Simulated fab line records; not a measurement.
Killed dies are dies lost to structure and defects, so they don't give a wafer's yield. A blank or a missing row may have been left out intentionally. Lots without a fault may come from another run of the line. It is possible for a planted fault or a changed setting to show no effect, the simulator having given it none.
Which tool was responsible? | flow rit cmos | 21 wafers from 7 lots sampled at 3 of the route's 202 steps

WHAT THE GAUGES SHOWED, per wafer
RIT_SDANNEAL_RS_MEAS_04: uses a four-point probe to measure.
lot  | measured    | on            | PSD_RS (ohm/sq)
L784 | day 3 11:05 | film metro-03 | 115.3 115.5 115.6
L786 | day 4 01:30 | film metro-04 | 115.4 115.7 115.9
L789 | day 4 12:53 | film metro-03 | 115.8 115.8 115.5
L792 | day 5 07:15 | film metro-02 | 115.6 116.1 115.7
L795 | day 5 18:52 | film metro-03 | 116.0 116.1 116.3
L801 | day 7 02:05 | film metro-04 | 114.1 114.1 114.0
L803 | day 7 10:52 | film metro-03 | 114.8 114.5 114.6

WHAT TOOL EACH LOT RAN ON (gives the tool, then ch and the chambers of the sampled wafers, and finally the start)
lot  | RIT_NWELL_STRIP_09                  | RIT_PSD_IMPLANT_08
L784 | plasma asher-02 ch 0, day 2 03:26   | implanter-04 ch 0, day 3 10:15
L786 | plasma asher-02 ch 0,1, day 2 14:56 | implanter-01 ch 0, day 4 00:41
L789 | plasma asher-02 ch 0,1, day 3 04:22 | implanter-03 ch 0, day 4 12:04
L792 | plasma asher-04 ch 0,1, day 3 23:10 | implanter-01 ch 0, day 5 06:26
L795 | plasma asher-01 ch 0,1, day 4 11:16 | implanter-01 ch 0, day 5 17:59
L801 | plasma asher-04 ch 0,1, day 5 16:54 | implanter-03 ch 0, day 7 00:52
L803 | plasma asher-02 ch 0,1, day 6 02:23 | implanter-03 ch 0, day 7 10:02
- RIT_NWELL_STRIP_09: strips in O2, time 180 s.
- RIT_PSD_IMPLANT_08

THE ANSWER, worked out from the rows above alone
Rule: the usual values come from the lots themselves. The widest of any qualifying gaps counts: lots, ordered by their means at a reading, are off when they make up no more than a third of the lots, leave a main group of 4 or more, and stand apart from it by 3 or more times the standard deviation of that group's means. A main group is skipped when, at the precision printed for the reading in the tables above, its means are all equal. Also off: a lot with no number at a reading for which 4 or more lots have one. All remaining lots with rows at the step are treated as sound.
Off: L801, L803, seen at RIT_SDANNEAL_RS_MEAS_04 (PSD_RS). For the main group the mean is 115.8 ohm/sq and the standard deviation 0.22.
A tool fits if, at a process step before that reading, it ran every lot that is off, and no sound lot after the first of them. Those tools and the gauges at RIT_SDANNEAL_RS_MEAS_04 are tried in the same way. One candidate fits, namely implanter-03 at RIT_PSD_IMPLANT_08. A fault onset in the window from L789 (day 4 12:04, its last sound lot) to L801 (day 7 00:52, its first lot off) fits.

WHAT HAD BEEN PUT IN BY THE SIMULATOR
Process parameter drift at RIT_PSD_IMPLANT_08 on implanter-03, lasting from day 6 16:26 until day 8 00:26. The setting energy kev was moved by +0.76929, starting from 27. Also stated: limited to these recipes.
Lots struck among those shown: L801, L803. This agrees with what the rule above found.
